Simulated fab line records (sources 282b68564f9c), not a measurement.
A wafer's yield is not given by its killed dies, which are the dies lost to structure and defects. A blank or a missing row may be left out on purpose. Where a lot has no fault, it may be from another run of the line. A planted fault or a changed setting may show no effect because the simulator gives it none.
A lot that was struck, set against a sound lot	flow rit-cmos	28 out of 202 route steps
Sound: wafers L484.2, L484.4, L484.5. Struck: wafers L498.3, L498.4, L498.5. At the end, the cause is stated.
Each step with rows lists, per side, the tool, then ch with its chambers, then its first start. Under that, the readings that differ: sound wafers	struck wafers	difference of the means	sigmas: that difference in standard deviations of wafers without a fault.
alike: words and numbers the same on both sides, and readings whose means are apart by under 2 such deviations; not compared: readings that were withheld, readings missing a value for some wafer, numbers with overlapping values and no deviation given by the record, and bounds like >300 which may hide the same value.
The two part at a step that has a row with sigmas, a row that says differs or no value, or rows on one side only. Non-overlapping numbers with no deviation appear without sigmas and do not part them. A reading missing from all wafers of one side parts the sides only when that side holds two or more wafers.

RIT_ACTIVE_BOW_MEAS_00:
  sound on film-metro-02 at day 2 01:01; struck on film-metro-02 at day 4 23:02
  alike: INCOMING_BOW
RIT_ACTIVE_OXIDATION_01: target thk 46.8 nm, ox time 3360 s.
  sound on furnace-03 ch 0, day 2 01:07; struck on furnace-03 ch 0, day 4 23:07
reading	sound	struck	difference	sigmas
spike-tc-centre-C (C)	1003.5 1004.1 1003.7	1026.0 1027.4 1024.0	+22.0	+18
spike-tc-load-C (C)	1026.8 1027.5 1029.4	1052.2 1050.6 1050.3	+23.1	+15
spike-tc-source-C (C)	1028 1030 1028	1052 1052 1053	+24	+6
tube-center-temp-C (C)	1000 1000.2 999.78	1022.5 1022.6 1022.7	+22.6	+99 or more
tube_center_temp_C_max	1002.6 1002.7 1002.4	1025.0 1024.8 1025.2	+22.4	+53
model.SiO2_of_ACTIVE_OXIDATION_01.thk-nm (nm)	47.53 47.47 47.15	59.76 59.74 58.7	+12.02	
RIT_ACTIVE_THK_MEAS_02:
  sound on film-metro-01 at day 2 03:04; struck on film-metro-02 at day 5 01:04
reading	sound	struck	difference	sigmas
ACTIVE_OXIDE_THK (nm)	47.5 47.4 47.2	59.8 59.7 58.7	+12.0	+17
then, 1 step without rows for these wafers: RIT_ACTIVE_CVD_03 (deposits Si3N4 from SiH2Cl2/NH3, target thk 150 nm, time 1500 s).
RIT_ACTIVE_THK_MEAS_04:
  sound on film-metro-02 at day 2 04:32; struck on film-metro-03 at day 5 02:33
  alike: ACTIVE_NITRIDE_THK
then, 6 steps without rows for these wafers: RIT_ACTIVE_HMDS_05 (prime time 60 s); RIT_ACTIVE_COAT_06 (resist thk 980.1 nm); RIT_ACTIVE_SOFTBAKE_07 (time 60 s); RIT_ACTIVE_EXPOSE_08 (exposes mask M1, target cd 1400 nm); RIT_ACTIVE_PEB_09; RIT_ACTIVE_DEVELOP_10 (develop time 50 s).
RIT_ACTIVE_CD_MEAS_11 targets a cd of 1400 nm.
  sound on cd-sem-01 at day 2 05:29; struck on cd-sem-01 at day 5 03:29
  alike: cd-nm
then, 1 step without rows for these wafers: RIT_ACTIVE_HARDBAKE_12 (time 60 s).
RIT_ACTIVE_ETCH_13: etches Si3N4 in SF6, stops on SiO2, time 210 s, target depth 210 nm.
  sound on rie-diel-04 ch 1,3, day 2 05:44; struck on rie-diel-04 ch 0,1,2, day 5 03:43
  alike: SF6_flow_sccm, drypump-motor-current-A, oes-product-au, throttle-valve-pct
  not compared: rf-hours-counter-h
RIT_ACTIVE_STRIP_14: strips in O2, time 180 s.
  sound on plasma-asher-04 ch 0,1, day 2 05:52; struck on plasma-asher-02 ch 0,1, day 5 03:54
  alike: drypump-motor-current-A
  not compared: rf-hours-counter-h
RIT_ACTIVE_CD_MEAS_90 targets a cd of 1400 nm.
  sound on cd-sem-02 at day 2 06:04; struck on cd-sem-01 at day 5 04:04
  alike: cd-nm
then, 4 steps without rows for these wafers: RIT_ACTIVE_CLEAN_15 (cleans in SC1, time 600 s); RIT_ACTIVE_CLEAN_16 (cleans in dHF, time 30 s); RIT_ACTIVE_CLEAN_17 (cleans in SC2, time 600 s); RIT_FOX1_OXIDATION_00 (target thk 350.7 nm, ox time 1130 s).
RIT_FOX1_THK_MEAS_01:
  sound on film-metro-03 at day 2 08:40; struck on film-metro-04 at day 5 06:08
reading	sound	struck	difference	sigmas
FOX1_OXIDE_THK (nm)	339 340 340	363 361 362	+22	+4
then, 2 steps without rows for these wafers: RIT_FOX1_WET_ETCH_02 (etches SiO2 in BOE, target depth 350 nm, time 390 s); RIT_FOX2_OXIDATION_00 (target thk 350.7 nm, ox time 1130 s).
RIT_FOX2_THK_MEAS_01:
  sound on film-metro-04 at day 2 10:09; struck on film-metro-04 at day 5 07:38
  alike: FOX2_OXIDE_THK
then, 1 step without rows for these wafers: RIT_FOX2_CLEAN_02 (cleans in dHF, time 180 s).
RIT_FOX2_WET_ETCH_03: etches Si3N4 in H3PO4, target depth 195 nm, time 2700 s.
  sound on wet-bench-02 ch 3, day 2 10:16; struck on wet-bench-02 ch 2, day 5 07:54
reading	sound	struck	difference	sigmas
model.SiO2_of_ACTIVE_OXIDATION_01.thk-nm (nm)	41.67 41.98 41.69	52.91 52.9 52	+10.82	
RIT_FOX2_THK_MEAS_90:
  sound on film-metro-04 at day 2 11:02; struck on film-metro-04 at day 5 08:45
  alike: FIELD_OXIDE_LEFT_1_THK
RIT_M1_PROBE_99:
  sound on prober-01 at day 4 01:29; struck on prober-01 at day 6 22:49
reading	sound	struck	difference	sigmas
killed_at_M0_to_M3	1 0 0	0 0 0	+0	-2
model.etest.nldd.width-nm (nm)	3173 3200 3178	3017 3026 3043	-155	
model.etest.pldd.width-nm (nm)	3200 3196 3195	3020 3021 3037	-171	
model.etest.nplus-sal.width-nm (nm)	3463 3486 3469	3383 3392 3402	-80	
model.etest.pplus-sal.width-nm (nm)	3465 3495 3449	3388 3380 3391	-83	
model.etest.nmos_0p3.r-on-ohm-um	2269 2284 2253	2250 2243 2237	-25	
model.etest.nmos-narrow.drive-ua-um	211.2 209.5 214.3	181.5 186.5 185.4	-27.2	
model.etest.pmos-narrow.drive-ua-um	99.94 99.82 101.6	84.95 87.18 86.26	-14.32	
  alike: killed-at-front-end, killed-dies, killed-open, killed-short
  not compared: model.etest.well-edge-left.line-ohm-um

## WHERE THEY PART
Earliest at RIT_ACTIVE_OXIDATION_01; latest, in this record, at RIT_M1_PROBE_99.

WHY: whatever the simulator had introduced
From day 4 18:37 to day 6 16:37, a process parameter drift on furnace-03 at RIT_ACTIVE_OXIDATION_01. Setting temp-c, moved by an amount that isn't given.
